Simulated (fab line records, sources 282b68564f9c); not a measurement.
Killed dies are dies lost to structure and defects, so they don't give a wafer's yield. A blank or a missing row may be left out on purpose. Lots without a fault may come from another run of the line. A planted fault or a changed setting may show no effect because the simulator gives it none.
A struck lot beside a sound one | flow rit_cmos | 17 steps out of a route of 202
Sound: wafers L607.1, L607.3, L607.6. Struck: wafers L622.2, L622.3, L622.6. The cause comes at the end.
At each step with rows: each side's tool, then ch and its chambers, then its first start. Under that, the readings that differ: sound wafers | struck wafers | difference of the means | sigmas: that difference in standard deviations of wafers without a fault.
alike: readings whose means differ by less than 2 such deviations, and words and numbers that are the same on both sides. not compared: withheld readings, readings that some wafer has no value for, bounds like >300 that may hide the same value, and numbers for which the record gives no deviation and whose values overlap.
The two part at a step that has a row with sigmas, a row that says differs or no value, or rows on one side only. Numbers that don't overlap but have no deviation are shown without sigmas and don't part them. A reading that every wafer of one side lacks parts them only if that side has two wafers or more.

RIT_PWELL_TW_MEAS_10:
  sound on film_metro-01, day 2 14:46; struck on film_metro-01, day 5 18:27
  alike: PWELL_TW
then, 1 step without rows for these wafers: RIT_WELLDRIVE_ANNEAL_00 (time 14700 s).
RIT_WELLDRIVE_RS_MEAS_01: measures by four-point-probe.
  sound on film_metro-01, day 2 20:10; struck on film_metro-01, day 5 23:53
  alike: NWELL_RS
RIT_WELLDRIVE_RS_MEAS_02: measures by four-point-probe.
  sound on film_metro-01, day 2 20:17; struck on film_metro-01, day 6 00:00
  alike: PWELL_RS
then, 6 steps without rows for these wafers: RIT_NRETRO_HMDS_00 (prime time 60 s); RIT_NRETRO_COAT_01 (resist thk 1300 nm); RIT_NRETRO_SOFTBAKE_02 (time 60 s); RIT_NRETRO_EXPOSE_03 (exposes mask M4, target cd 43900 nm); RIT_NRETRO_PEB_04; RIT_NRETRO_DEVELOP_05 (develop time 68 s).
RIT_NRETRO_OVL_MEAS_06:
  sound on overlay-02, day 2 21:25; struck on overlay-01, day 6 00:59
  alike: NRETRO_OVL
then, 1 step without rows for these wafers: RIT_NRETRO_HARDBAKE_07 (time 120 s).
RIT_NRETRO_IMPLANT_08:
  sound on implanter-03 ch 0, day 2 21:42; struck on implanter-03 ch 0, day 6 01:17
  reading            | sound                          | struck                        | difference | sigmas
  dose_ions_cm2      | 1.0009e+13 9.976e+12 9.986e+12 | 8.309e+12 8.326e+12 8.294e+12 | -1.681e+12 | -99 or more
  faraday_current_uA | 30.1 32.5 31.4                 | 26.6 26.3 25.7                | -5.1       | -8
  alike: beam_energy_keV
RIT_NRETRO_STRIP_09: strips in O2, time 180 s.
  sound on plasma_asher-04 ch 0,1, day 2 21:51; struck on plasma_asher-03 ch 0,1, day 6 01:25
  alike: drypump_motor_current_A
  not compared: rf_hours_counter_h
RIT_NRETRO_TW_MEAS_10:
  sound on film_metro-02, day 2 22:01; struck on film_metro-04, day 6 01:36
  reading   | sound          | struck      | difference | sigmas
  NRETRO_TW | 1046 1045 1050 | 980 985 988 | -63        | -6
then, 1 step without rows for these wafers: RIT_PRETRO_HMDS_00 (prime time 60 s).
RIT_M1_PROBE_99:
  sound on prober-02, day 4 00:38; struck on prober-02, day 7 05:23
  reading                                | sound             | struck            | difference | sigmas
  model.etest.pmos_narrow.drive_ua_um    | 98.23 101.2 99.49 | 110.4 106.8 108.8 | +9.0       |
  model.etest.pmos_0p3.drive_ua_um       | 99.89 104.1 102.3 | 110.9 106.5 107.6 | +6.2       |
  model.etest.well_edge_left.line_ohm_um | 182.2 182.9 182.4 | 185.5 186.7 186   | +3.6       |
  alike: killed_at_contacts, killed_at_front_end, killed_dies, killed_open, killed_short
  not compared: model.etest.pmos_0p3.r_on_ohm_um, model.etest.pmos_turned.drive_ua_um, model.etest.well_edge_right.line_ohm_um, model.etest.pmos_0p15.off_log10_a_um, model.etest.retro_edge_pmos.off_log10_a_um

WHERE THEY PART
First at RIT_NRETRO_IMPLANT_08; last, within this record, at RIT_NRETRO_TW_MEAS_10. Later steps at which nothing parts them and some readings are alike: RIT_M1_PROBE_99.

WHY: what the simulator had put in
Process parameter drift: implanter-03, from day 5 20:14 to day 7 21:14, at RIT_NRETRO_IMPLANT_08. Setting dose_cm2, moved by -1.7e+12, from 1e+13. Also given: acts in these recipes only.
